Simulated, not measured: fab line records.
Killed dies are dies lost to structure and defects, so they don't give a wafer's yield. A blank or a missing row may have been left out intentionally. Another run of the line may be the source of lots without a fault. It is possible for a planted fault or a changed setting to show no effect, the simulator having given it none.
Problem report in the 8D (eight disciplines) form, filled by code | flow ritCmos | the parts of the form that need people (team, actions taken, sign-off) are left out

## 1. THE PROBLEM
CONTACT_TEOS_THK at RIT_CONTACT_THK_MEAS_01 reads a mean of 443 nm on 6 wafers of 2 lots; wafers without a fault read 401 nm with a standard deviation of 4.9. That puts it +8.5 standard deviations away from the usual mean.
First seen on wafer L384.1, day 6 12:16, on filmMetro-04. Wafers with a number at this step in the record: 42, from 14 lots. By rule, "out" or "out of limits" means more than 4 standard deviations away from the usual mean. Any other wafer with a number is counted as sound.

## 2. WHAT THIS IS AND IS NOT
question                    | is                         | is not
which readings at this step | CONTACT_TEOS_THK           | -
which lots                  | L384, L387                 | L369, L370, L371, L373, L374, L375, L376, L377, L380, L389, L391, L392
which wafers of those lots  | all that have a number     | -
read on which gauges        | filmMetro-01, filmMetro-04 | filmMetro-03
when                        | from day 6 12:16           | up to then (27 sound wafers); but 9 sound wafers of L389, L391, L392 came after

## 3. SUSPECTS, AND WHAT RULES EACH OUT
Counting: a tool stays on the suspect list if, at a process step up to the reading, it processed all lots that are out and no sound lot following the first of them.
- the gauge at RIT_CONTACT_THK_MEAS_01 is ruled out. The wafers that are out were read on 2 gauges (filmMetro-01, filmMetro-04).
- pecvd-03 at RIT_CONTACT_CVD_00 (deposits SiO2 from TEOS, target thk 400 nm, time 61 s): kept. It ran every lot that is out, first L384 (day 6 12:11), and no sound lot after that; its last sound lot up to then is L375 (day 4 22:26). Its own rfFwdPowerW readings are out on those wafers.
Remaining after the count: pecvd-03 at RIT_CONTACT_CVD_00.

## 4. THE CAUSE (what the simulator had put in)
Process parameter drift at RIT_CONTACT_CVD_00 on pecvd-03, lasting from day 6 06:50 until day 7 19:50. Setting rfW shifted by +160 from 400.
Only this tool survived the counting.

## 5. THE CHAIN OF EFFECTS, in route order
Each row: a reading where the mean over the struck wafers with a number is more than 3 standard deviations away from the usual. Readings are gone through only where the record gives a usual standard deviation; hours: the median, over the lots, of the time from a lot's start at the first step in this table giving one to that lot's start at this step; sigmas: the change measured in usual standard deviations.
hours | step                    | reading          | usual   | on struck wafers | change | sigmas
0     | RIT_CONTACT_CVD_00      | rfFwdPowerW      | 396.8 W | 556.5            | +159.7 | +99 or more
0     | RIT_CONTACT_THK_MEAS_01 | CONTACT_TEOS_THK | 401 nm  | 443              | +42    | +8.5
It contains these process steps:
- RIT_CONTACT_CVD_00: deposits SiO2 from TEOS, target thk 400 nm, time 61 s.

## 6. WHAT WOULD HAVE CAUGHT IT SOONER
In this record the first reading out of limits at a measuring or inspecting step was taken at day 6 12:16, 5 hours after the fault began at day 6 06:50.
At RIT_CONTACT_CVD_00, the tool's own readings (rfFwdPowerW) were out on each struck wafer the step has a row for, so an alarm limit on them would have fired on the first such wafer.
L387, from the lots that are out (2), started RIT_CONTACT_CVD_00 on pecvd-03 later than day 6 12:16. It would have been spared by a hold on the tool at that moment.
